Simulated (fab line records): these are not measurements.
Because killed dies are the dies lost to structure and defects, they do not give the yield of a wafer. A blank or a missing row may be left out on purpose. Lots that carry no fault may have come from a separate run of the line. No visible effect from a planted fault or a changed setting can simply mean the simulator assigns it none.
Split-lot trial :: flow berkeley-cmos170 :: 17 wafers read across 5 lots, on a route 331 steps long

## THE SPLIT ITSELF
At UCB170_M3_METAL_ETCH_18 (etches Al in Cl2/BCl3, stops on SiO2, target depth 1170 nm, time 195 s), the setting over-etch-frac was moved away from the recipe's 0.3 on 8 of the 17 wafers read, by -22.3% to +29.1%. This setting was run at the recipe's value on the other wafers.

The reading comes from the split's own step.

## THE READING
KrF_of_M3_COAT_10.thk-nm (the simulator's own value, which no gauge read), in nm, at UCB170_M3_METAL_ETCH_18 (etches Al in Cl2/BCl3, stops on SiO2, target depth 1170 nm, time 195 s). The file does not state a usual value for it. The 9 wafers here that ran the recipe average 206.5 nm, standard deviation 10 nm.

wafer: L074.3
tool, chamber at the split: rie-metal-02, 1
over-etch-frac as run: 0.3
against the recipe: recipe
KrF_of_M3_COAT_10.thk-nm, nm: 209.6
against lot-mates on the recipe: -

wafer: L074.4
tool, chamber at the split: rie-metal-02, 0
over-etch-frac as run: 0.3599
against the recipe: +20.0%
KrF_of_M3_COAT_10.thk-nm, nm: 168.4
against lot-mates on the recipe: -41.2

wafer: L078.2
tool, chamber at the split: rie-metal-04, 1
over-etch-frac as run: 0.3872
against the recipe: +29.1%
KrF_of_M3_COAT_10.thk-nm, nm: 161.3
against lot-mates on the recipe: -57.1

wafer: L078.3
tool, chamber at the split: rie-metal-04, 1
over-etch-frac as run: 0.3872
against the recipe: +29.1%
KrF_of_M3_COAT_10.thk-nm, nm: 158.3
against lot-mates on the recipe: -60.1

wafer: L078.4
tool, chamber at the split: rie-metal-04, 0
over-etch-frac as run: 0.3
against the recipe: recipe
KrF_of_M3_COAT_10.thk-nm, nm: 218.9
against lot-mates on the recipe: -

wafer: L078.5
tool, chamber at the split: rie-metal-04, 1
over-etch-frac as run: 0.3872
against the recipe: +29.1%
KrF_of_M3_COAT_10.thk-nm, nm: 160.7
against lot-mates on the recipe: -57.8

wafer: L078.6
tool, chamber at the split: rie-metal-04, 0
over-etch-frac as run: 0.3
against the recipe: recipe
KrF_of_M3_COAT_10.thk-nm, nm: 218
against lot-mates on the recipe: -

wafer: L075.1
tool, chamber at the split: rie-metal-01, 1
over-etch-frac as run: 0.3524
against the recipe: +17.5%
KrF_of_M3_COAT_10.thk-nm, nm: 199.9
against lot-mates on the recipe: -4.2

wafer: L075.4
tool, chamber at the split: rie-metal-01, 1
over-etch-frac as run: 0.3
against the recipe: recipe
KrF_of_M3_COAT_10.thk-nm, nm: 204.1
against lot-mates on the recipe: -

wafer: L077.1
tool, chamber at the split: rie-metal-02, 0
over-etch-frac as run: 0.233
against the recipe: -22.3%
KrF_of_M3_COAT_10.thk-nm, nm: 232.2
against lot-mates on the recipe: +23.8

wafer: L077.2
tool, chamber at the split: rie-metal-02, 1
over-etch-frac as run: 0.3
against the recipe: recipe
KrF_of_M3_COAT_10.thk-nm, nm: 204.7
against lot-mates on the recipe: -

wafer: L077.3
tool, chamber at the split: rie-metal-02, 0
over-etch-frac as run: 0.233
against the recipe: -22.3%
KrF_of_M3_COAT_10.thk-nm, nm: 232
against lot-mates on the recipe: +23.6

wafer: L077.5
tool, chamber at the split: rie-metal-02, 0
over-etch-frac as run: 0.233
against the recipe: -22.3%
KrF_of_M3_COAT_10.thk-nm, nm: 234.6
against lot-mates on the recipe: +26.2

wafer: L077.6
tool, chamber at the split: rie-metal-02, 1
over-etch-frac as run: 0.3
against the recipe: recipe
KrF_of_M3_COAT_10.thk-nm, nm: 212.2
against lot-mates on the recipe: -

wafer: L083.1
tool, chamber at the split: rie-metal-02, 0
over-etch-frac as run: 0.3
against the recipe: recipe
KrF_of_M3_COAT_10.thk-nm, nm: 189
against lot-mates on the recipe: -

wafer: L083.2
tool, chamber at the split: rie-metal-02, 1
over-etch-frac as run: 0.3
against the recipe: recipe
KrF_of_M3_COAT_10.thk-nm, nm: 212.6
against lot-mates on the recipe: -

wafer: L083.4
tool, chamber at the split: rie-metal-02, 0
over-etch-frac as run: 0.3
against the recipe: recipe
KrF_of_M3_COAT_10.thk-nm, nm: 189.7
against lot-mates on the recipe: -

FIT RESULTS
A straight line over all 17 wafers: KrF_of_M3_COAT_10.thk-nm changes by -1.4 nm for each +1% of over-etch-frac; r = -0.92; the points scatter about the line by 10 nm.
The same after taking each lot's own level away (the mean of its wafers on the recipe; 17 wafers): -1.57 nm for each +1%; r = -0.93; scatter 11 nm.
The reading moves by 46 nm for the largest change in over-etch-frac, on that fit.
The lots' own levels span 197.10 to 218.45 nm, that is 2.1 times the standard deviation above.
Hence the slope depends on the lot-to-lot level, as the two fits are not the same.
Check: -46.9 nm against its lot-mates is what the line predicts for one of the wafers moved furthest among these (+29.1%) when that wafer is left out of the fit. Against them it came out at -57.1 nm.

## OTHER SPLITS APPLIED TO THESE WAFERS
Other splits were also applied to these wafers ahead of the reading. Each is held against what the fit with the lots' levels taken away leaves over:
other split on the same wafers: UCB170_PSD_COAT_01 spin-rpm
wafers away from the commonest value: 6
r with KrF_of_M3_COAT_10.thk-nm (lot level and that fit taken away): -0.11

other split on the same wafers: UCB170_NSD_EXPOSE_03 dose-mj
wafers away from the commonest value: 4
r with KrF_of_M3_COAT_10.thk-nm (lot level and that fit taken away): +0.27

other split on the same wafers: UCB170_SILICIDE_SPUTTER_01 power-w
wafers away from the commonest value: 6
r with KrF_of_M3_COAT_10.thk-nm (lot level and that fit taken away): -0.50

other split on the same wafers: UCB170_CONTACT_CVD_01 o2-flow-sccm
wafers away from the commonest value: 12
r with KrF_of_M3_COAT_10.thk-nm (lot level and that fit taken away): -0.12

other split on the same wafers: UCB170_M3_SPUTTER_01 time-s
wafers away from the commonest value: 0
r with KrF_of_M3_COAT_10.thk-nm (lot level and that fit taken away): -

## FILE'S OWN FIT
KrF_of_M3_COAT_10.thk-nm changes by -1.6 nm for each +1% of over-etch-frac, r = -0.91.
